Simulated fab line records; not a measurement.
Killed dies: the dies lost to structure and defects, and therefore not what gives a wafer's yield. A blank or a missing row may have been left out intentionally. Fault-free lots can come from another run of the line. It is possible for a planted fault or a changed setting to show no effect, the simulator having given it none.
Lot-split experiment ; flow berkeley cmos170 ; 27 wafers read from 5 lots, route of 331 steps

== SPLIT DETAILS ==
At UCB170_NWELL_OXIDATION_01 (target thk 26.4 nm, ox time 1260 s), the setting ox time s was moved away from the recipe's 1260 s on 24 of the 27 wafers read, by -17.6% to +51.0%. This setting was run at the recipe's value on the other wafers.

No step appears in the file between the split and the reading.

== THE READING ==
At UCB170_NWELL_THK_MEAS_02: NWELL_OXIDE_THK, given in nm. Fault-free wafers of this fab line usually give 26.4 nm, standard deviation 0.57 nm.

wafer;tool, chamber at the split;ox time s as run, s;against the recipe;NWELL_OXIDE_THK, nm;against lot-mates on the recipe
L074.1;-, -;1902;+51.0%;33.4;no lot-mate on the recipe
L074.2;-, -;1902;+51.0%;33.8;no lot-mate on the recipe
L074.3;-, -;1902;+51.0%;33.7;no lot-mate on the recipe
L074.4;-, -;1902;+51.0%;33.7;no lot-mate on the recipe
L074.5;-, -;1902;+51.0%;33.7;no lot-mate on the recipe
L074.6;-, -;1902;+51.0%;33.6;no lot-mate on the recipe
L077.1;-, -;1679;+33.3%;30.8;no lot-mate on the recipe
L077.2;-, -;1679;+33.3%;30.7;no lot-mate on the recipe
L077.3;-, -;1679;+33.3%;30.5;no lot-mate on the recipe
L077.4;-, -;1679;+33.3%;30.6;no lot-mate on the recipe
L077.5;-, -;1679;+33.3%;30.8;no lot-mate on the recipe
L077.6;-, -;1679;+33.3%;30.5;no lot-mate on the recipe
L078.1;-, -;1038;-17.6%;24.0;no lot-mate on the recipe
L078.2;-, -;1038;-17.6%;24.0;no lot-mate on the recipe
L078.3;-, -;1038;-17.6%;23.7;no lot-mate on the recipe
L078.4;-, -;1038;-17.6%;23.5;no lot-mate on the recipe
L078.5;-, -;1038;-17.6%;23.6;no lot-mate on the recipe
L078.6;-, -;1038;-17.6%;23.5;no lot-mate on the recipe
L079.1;-, -;1730;+37.3%;31.3;no lot-mate on the recipe
L079.2;-, -;1730;+37.3%;31.5;no lot-mate on the recipe
L079.3;-, -;1730;+37.3%;31.5;no lot-mate on the recipe
L079.4;-, -;1730;+37.3%;31.4;no lot-mate on the recipe
L079.5;-, -;1730;+37.3%;31.0;no lot-mate on the recipe
L079.6;-, -;1730;+37.3%;32.0;no lot-mate on the recipe
L081.2;furnace-01, 0;1260;recipe;25.7;-
L081.3;furnace-01, 0;1260;recipe;26.0;-
L081.4;furnace-01, 0;1260;recipe;25.9;-

THE FIT
A straight line over all 27 wafers: NWELL_OXIDE_THK changes by +0.144 nm for each +1% of ox time s; r = +1.00; the points scatter about the line by 0.28 nm.
Too few moved wafers with a lot-mate on the recipe to fit a line net of each lot's own level.

== THE WHOLE CHAIN: every reading that the file lists as answering this split, in the file's order ==
step;what it does;reading;change (the file's fit);r (the file's)
UCB170_NWELL_OXIDATION_01;target thk 26.4 nm, ox time 1260 s;SiO2_of_NWELL_OXIDATION_01.thk nm (the simulator's own value, which no gauge read);+0.144 nm for each +1% of the setting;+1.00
UCB170_NWELL_THK_MEAS_02;;NWELL_OXIDE_THK;+0.144 for each +1% of the setting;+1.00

== FILE'S OWN FIT ==
NWELL_OXIDE_THK changes by +0.144 nm for each +1% of ox time s, r = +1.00.
